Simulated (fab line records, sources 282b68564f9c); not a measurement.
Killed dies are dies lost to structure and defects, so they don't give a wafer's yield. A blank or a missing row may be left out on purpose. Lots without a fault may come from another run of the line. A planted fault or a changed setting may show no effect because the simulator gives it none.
Which tool did it? | flow rit_cmos | 15 lots, 45 wafers sampled, at 3 steps of a route of 202

WHAT THE GAUGES READ, wafer by wafer
RIT_PSD_TW_MEAS_10. Usual: PSD_TW 3414, standard deviation 21.
lot  | measured    | on            | PSD_TW         | flag
L577 | day 3 03:01 | film_metro-02 | 3419 3385 3408 |
L578 | day 3 06:10 | film_metro-02 | 3406 3406 3406 |
L579 | day 3 10:26 | film_metro-02 | 3419 3393 3417 |
L580 | day 3 17:45 | film_metro-02 | 3390 3394 3389 |
L581 | day 4 01:29 | film_metro-04 | 3607 3585 3625 | OFF
L582 | day 4 04:03 | film_metro-04 | 3425 3436 3434 |
L583 | day 4 09:32 | film_metro-01 | 3594 3593 3599 | OFF
L584 | day 4 12:52 | film_metro-04 | 3440 3446 3438 |
L585 | day 4 23:49 | film_metro-02 | 3576 3546 3552 | OFF
L591 | day 6 01:00 | film_metro-02 | 3392 3410 3411 |
L592 | day 6 08:43 | film_metro-01 | 3403 3397 3413 |
L594 | day 6 16:55 | film_metro-02 | 3408 3407 3413 |
L595 | day 6 20:21 | film_metro-01 | 3417 3420 3415 |
L597 | day 7 05:20 | film_metro-04 | 3454 3459 3449 |
L600 | day 7 20:02 | film_metro-04 | 3427 3439 3452 |

RIT_SDANNEAL_RS_MEAS_04: measures by four-point-probe. Usual: PSD_RS 115.8 ohm/sq, standard deviation 0.3.
lot  | measured    | on            | PSD_RS (ohm/sq)   | flag
L577 | day 3 03:30 | film_metro-01 | 115.7 115.7 115.8 |
L578 | day 3 06:38 | film_metro-04 | 116.0 116.3 116.2 |
L579 | day 3 10:56 | film_metro-02 | 116.1 115.8 116.0 |
L580 | day 3 18:14 | film_metro-01 | 115.6 115.2 115.4 |
L581 | day 4 01:58 | film_metro-02 | 107.7 107.5 107.6 | OFF
L582 | day 4 04:33 | film_metro-01 | 115.7 115.6 115.8 |
L583 | day 4 10:02 | film_metro-04 | 107.7 107.4 107.4 | OFF
L584 | day 4 13:20 | film_metro-02 | 115.3 115.0 115.7 |
L585 | day 5 01:11 | film_metro-01 | 107.3 107.4 107.1 | OFF
L591 | day 6 01:31 | film_metro-04 | 115.9 116.0 115.7 |
L592 | day 6 09:13 | film_metro-01 | 115.8 116.0 115.8 |
L594 | day 6 17:25 | film_metro-01 | 115.9 115.7 116.1 |
L595 | day 6 20:50 | film_metro-01 | 115.3 115.7 115.9 |
L597 | day 7 05:49 | film_metro-02 | 115.9 115.5 115.9 |
L600 | day 7 20:31 | film_metro-01 | 115.9 115.9 115.6 |

WHICH TOOL RAN EACH LOT (tool, then ch and the chambers of the sampled wafers, then the start)
lot  | RIT_PSD_IMPLANT_08
L577 | implanter-02 ch 0, day 3 02:41
L578 | implanter-03 ch 0, day 3 05:50
L579 | implanter-02 ch 0, day 3 10:08
L580 | implanter-04 ch 0, day 3 17:25
L581 | implanter-04 ch 0, day 4 00:50
L582 | implanter-03 ch 0, day 4 03:44
L583 | implanter-03 ch 0, day 4 08:55
L584 | implanter-02 ch 0, day 4 12:32
L585 | implanter-02 ch 0, day 4 23:10
L591 | implanter-04 ch 0, day 6 00:41
L592 | implanter-02 ch 0, day 6 08:24
L594 | implanter-03 ch 0, day 6 16:36
L595 | implanter-03 ch 0, day 6 20:02
L597 | implanter-03 ch 0, day 7 05:01
L600 | implanter-02 ch 0, day 7 19:43
- RIT_PSD_IMPLANT_08

WHAT THE TOOLS THEMSELVES READ (means of the sampled wafers that have a number; where no wafer has one, the mark that the record gives instead)
The record holds no such reading with a usual standard deviation.

THE ANSWER, worked out from the rows above alone
Rule: a lot is off if the mean of its wafers that have a number lies more than 3 standard deviations from the usual mean. A lot without any number at a reading at which 4 lots or more have one is off too. The other lots that the step has rows for count as sound. The gauges are gone through in route order, then the tools' own readings, and for those a lot's mean is taken as printed above. The first step at which some lot is off is used, and at that step the reading that is off furthest; a lot without a number counts as furthest.
Off: L581, L583, L585, at RIT_PSD_TW_MEAS_10 (PSD_TW).
A tool fits if, at a process step before that reading, it ran every lot that is off, and no sound lot after the first of them. The gauges at RIT_PSD_TW_MEAS_10 are tried like those tools. None of those tried fits.

WHAT THE SIMULATOR HAD PUT IN
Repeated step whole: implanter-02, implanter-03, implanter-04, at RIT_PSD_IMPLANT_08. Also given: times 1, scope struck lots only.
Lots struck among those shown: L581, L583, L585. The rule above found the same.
